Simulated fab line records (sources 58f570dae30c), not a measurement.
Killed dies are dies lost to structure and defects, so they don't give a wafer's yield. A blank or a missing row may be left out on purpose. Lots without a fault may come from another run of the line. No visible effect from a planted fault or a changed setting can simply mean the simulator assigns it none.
Commonality check across tools    flow berkeley-cmos170    42 wafers sampled across 14 lots

== THE REASON FOR OPENING IT ==
2 of 14 lots carry a flag on the reading WELLDRIVE_OXIDE_THK at UCB170_WELLDRIVE_THK_MEAS_02. No-fault wafers: 200 nm, standard deviation 3.1.
Rule: a lot gets a flag if all its wafers with a number sit over 4 standard deviations from that mean, or if no wafer of it has a number. As for the other lots, they are considered sound.

lot   measured     on             WELLDRIVE_OXIDE_THK (nm), wafer by wafer  flag
L791  day 3 11:06  film-metro-04  198 197 198                               
L792  day 3 19:12  film-metro-03  203 200 203                               
L794  day 4 10:46  film-metro-03  296 291 293                               FLAGGED
L798  day 5 07:55  film-metro-04  303 307 301                               FLAGGED
L806  day 6 12:58  film-metro-03  196 200 198                               
L805  day 6 12:58  film-metro-01  199 198 201                               
L807  day 6 17:22  film-metro-03  206 206 204                               
L809  day 6 22:10  film-metro-04  200 199 200                               
L808  day 6 22:11  film-metro-03  200 204 202                               
L810  day 7 16:25  film-metro-04  202 199 195                               
L811  day 7 16:27  film-metro-01  203 203 202                               
L812  day 7 18:49  film-metro-03  200 198 201                               
L813  day 8 05:11  film-metro-04  196 196 195                               
L814  day 8 08:33  film-metro-03  202 201 202                               
Average over the flagged lots: 298 nm; offset from the usual +98 nm, equal to +32 standard deviations.

== WHICH TOOL RAN EACH LOT ==
The record keeps 1 process step preceding the reading, out of 331 steps on the route. In each cell: the tool, then ch and the chambers that the sampled wafers went through, then the start.
lot   flag     UCB170_WELLDRIVE_OXIDATION_01
L791           furnace-01 ch 0, day 3 07:35
L792           furnace-03 ch 0, day 3 15:41
L794  FLAGGED  furnace-01 ch 0, day 4 02:22
L798  FLAGGED  furnace-01 ch 0, day 4 23:25
L806           furnace-04 ch 0, day 6 09:28
L805           furnace-04 ch 0, day 6 09:28
L807           furnace-01 ch 0, day 6 13:50
L809           furnace-03 ch 0, day 6 18:40
L808           furnace-03 ch 0, day 6 18:40
L810           furnace-04 ch 0, day 7 12:55
L811           furnace-04 ch 0, day 7 12:55
L812           furnace-01 ch 0, day 7 15:19
L813           furnace-03 ch 0, day 8 01:40
L814           furnace-04 ch 0, day 8 05:03
These steps, and what they do:
- UCB170_WELLDRIVE_OXIDATION_01: target thk 199 nm, ox time 9000 s.
- UCB170_WELLDRIVE_THK_MEAS_02

== FLAGGED OVER TOTAL, TOOL BY TOOL (the gauges that took the reading come last) ==
step                           tool           lots run  flagged  share of the flagged lots  sound lots run after its first flagged lot
UCB170_WELLDRIVE_OXIDATION_01  furnace-01     5         2        all                        2 (L807,L812)
UCB170_WELLDRIVE_OXIDATION_01  furnace-03     4         0        none                       -
UCB170_WELLDRIVE_OXIDATION_01  furnace-04     5         0        none                       -
UCB170_WELLDRIVE_THK_MEAS_02   film-metro-01  2         0        none                       -
UCB170_WELLDRIVE_THK_MEAS_02   film-metro-03  7         1        some                       5 (L806,L807,L808,L812,L814)
UCB170_WELLDRIVE_THK_MEAS_02   film-metro-04  5         1        some                       3 (L809,L810,L813)

== THE TABLE: WHAT IT ALLOWS ==
Rows of the table that ran each flagged lot: 1, that is furnace-01 at UCB170_WELLDRIVE_OXIDATION_01.
- furnace-01 at UCB170_WELLDRIVE_OXIDATION_01 ran 5 lots, 2 of them flagged. Sound lots ran on it after the first flagged one (L807, L812), which a lasting fault on the whole tool wouldn't allow.
No row of the table ran every flagged lot and no sound lot after the first.

== WHAT HAD BEEN PUT IN BY THE SIMULATOR ==
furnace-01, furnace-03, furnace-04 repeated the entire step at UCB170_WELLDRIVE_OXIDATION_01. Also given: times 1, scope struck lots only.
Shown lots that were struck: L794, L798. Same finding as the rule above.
